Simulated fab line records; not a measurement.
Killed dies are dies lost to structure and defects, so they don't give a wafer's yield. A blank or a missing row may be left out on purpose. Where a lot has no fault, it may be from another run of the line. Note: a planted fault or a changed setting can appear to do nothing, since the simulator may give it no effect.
A struck lot beside a sound one -- flow rit cmos -- 32 out of 202 route steps
Sound: these wafers, L326.3, L326.4, L326.6. Wafers L334.3, L334.4, L334.5 were the ones struck. Last of all comes the cause.
At each step with rows: each side's tool, then ch and its chambers, then its first start. Under that, the readings that differ: sound wafers -- struck wafers -- difference of the means -- sigmas: that difference in standard deviations of wafers without a fault.
alike: words and numbers the same on both sides, and readings whose means are apart by under 2 such deviations; not compared: readings that were withheld, readings missing a value for some wafer, numbers with overlapping values and no deviation given by the record, and bounds like >300 which may hide the same value.
A row with sigmas, a row that says differs or no value, or rows on one side alone: a step with any of these is where the two part. Numbers that have no deviation but don't overlap get no sigmas and don't part them. A reading that every wafer of one side lacks parts them only if that side has two wafers or more.

first, 2 steps without rows for these wafers: RIT_SPACER_CLEAN_02 (cleans in SC2, time 600 s); RIT_SPACER_CVD_03 (deposits Si3N4 from SiH2Cl2/NH3, target thk 250 nm, time 3300 s).
RIT_SPACER_THK_MEAS_04:
  sound on film metro-01 at day 4 19:26; struck on film metro-04 at day 6 11:19
  alike: SPACER_NITRIDE_THK
RIT_SPACER_ETCHBACK_05: etches Si3N4 in SF6/CHF3, stops on SiO2, target depth 250 nm, time 240 s.
  sound on rie diel-04 ch 1,3, day 4 19:29; struck on rie diel-02 ch 0,3, day 6 11:22
reading,sound,struck,difference,sigmas
drypump motor current A (A),5.35 5.45 5.45,5.60 6.25 6.23,+0.61,+2
  alike: SF6_flow_sccm, oes product au, throttle valve pct
  not compared: rf hours counter h
then, 6 steps without rows for these wafers: RIT_NSD_HMDS_00 (prime time 60 s); RIT_NSD_COAT_01 (resist thk 1000 nm); RIT_NSD_SOFTBAKE_02 (time 60 s); RIT_NSD_EXPOSE_03 (exposes mask M9, target cd 40700 nm); RIT_NSD_PEB_04; RIT_NSD_DEVELOP_05 (develop time 50 s).
RIT_NSD_OVL_MEAS_06:
  sound on overlay-01 at day 4 20:29; struck on overlay-02 at day 6 12:30
  alike: NSD_OVL
then, 1 step without rows for these wafers: RIT_NSD_HARDBAKE_07 (time 60 s).
RIT_NSD_IMPLANT_08:
  struck on implanter-03, day 6 12:44; sound on implanter-03 ch 0, day 4 20:43
  no value came back on the struck wafers for beam energy keV, beam on s (s); on the sound wafers beam energy keV reads 25.006 24.998 24.993
RIT_NSD_STRIP_09: strips in O2, time 180 s.
  sound on plasma asher-02 ch 0,1, day 4 20:52; struck on plasma asher-02 ch 0,1, day 6 12:53
  alike: drypump motor current A
  not compared: rf hours counter h
RIT_NSD_TW_MEAS_10:
  sound on film metro-02 at day 4 21:01; struck on film metro-03 at day 6 13:01
reading,sound,struck,difference,sigmas
NSD_TW,3055 3059 3041,30 30 30,-3022,-99 or more
then, 6 steps without rows for these wafers: RIT_PSD_HMDS_00 (prime time 60 s); RIT_PSD_COAT_01 (resist thk 1000 nm); RIT_PSD_SOFTBAKE_02 (time 60 s); RIT_PSD_EXPOSE_03 (exposes mask M10, target cd 40900 nm); RIT_PSD_PEB_04; RIT_PSD_DEVELOP_05 (develop time 50 s).
RIT_PSD_OVL_MEAS_06:
  sound on overlay-02 at day 4 21:55; struck on overlay-02 at day 6 13:55
  alike: PSD_OVL
then, 2 steps without rows for these wafers: RIT_PSD_HARDBAKE_07 (time 60 s); RIT_PSD_IMPLANT_08.
RIT_PSD_STRIP_09: strips in O2, time 180 s.
  sound on plasma asher-01 ch 0,1, day 4 22:17; struck on plasma asher-03 ch 0,1, day 6 14:19
  alike: drypump motor current A
  not compared: rf hours counter h
RIT_PSD_TW_MEAS_10:
  sound on film metro-03 at day 4 22:26; struck on film metro-02 at day 6 14:26
reading,sound,struck,difference,sigmas
PSD_TW,3430 3421 3426,3374 3375 3369,-53,-2
then, 3 steps without rows for these wafers: RIT_SDANNEAL_CLEAN_00 (cleans in SC1, time 600 s); RIT_SDANNEAL_CLEAN_01 (cleans in dHF, time 30 s); RIT_SDANNEAL_CLEAN_02 (cleans in SC2, time 600 s).
RIT_SDANNEAL_RTA_03: time 5 s.
  sound on rtp anneal-02 ch 0, day 4 22:53; struck on rtp anneal-02 ch 0, day 6 14:53
  alike: ramp up c per s, wafer_temp_C_max
RIT_SDANNEAL_RS_MEAS_04: uses a four-point probe to measure.
  sound on film metro-03 at day 4 22:58; struck on film metro-02 at day 6 14:58
  alike: PSD_RS
RIT_SDANNEAL_RS_MEAS_05: uses a four-point probe to measure.
  sound on film metro-03 at day 4 23:05; struck on film metro-02 at day 6 15:05
reading,sound,struck,difference,sigmas
NSD_RS (ohm/sq),85.35 85.21 85.45,133.42 133.20 133.30,+47.97,+99 or more

WHERE THEY PART
First at RIT_SPACER_ETCHBACK_05; last, within this record, at RIT_SDANNEAL_RS_MEAS_05.

WHY: whatever the simulator had introduced
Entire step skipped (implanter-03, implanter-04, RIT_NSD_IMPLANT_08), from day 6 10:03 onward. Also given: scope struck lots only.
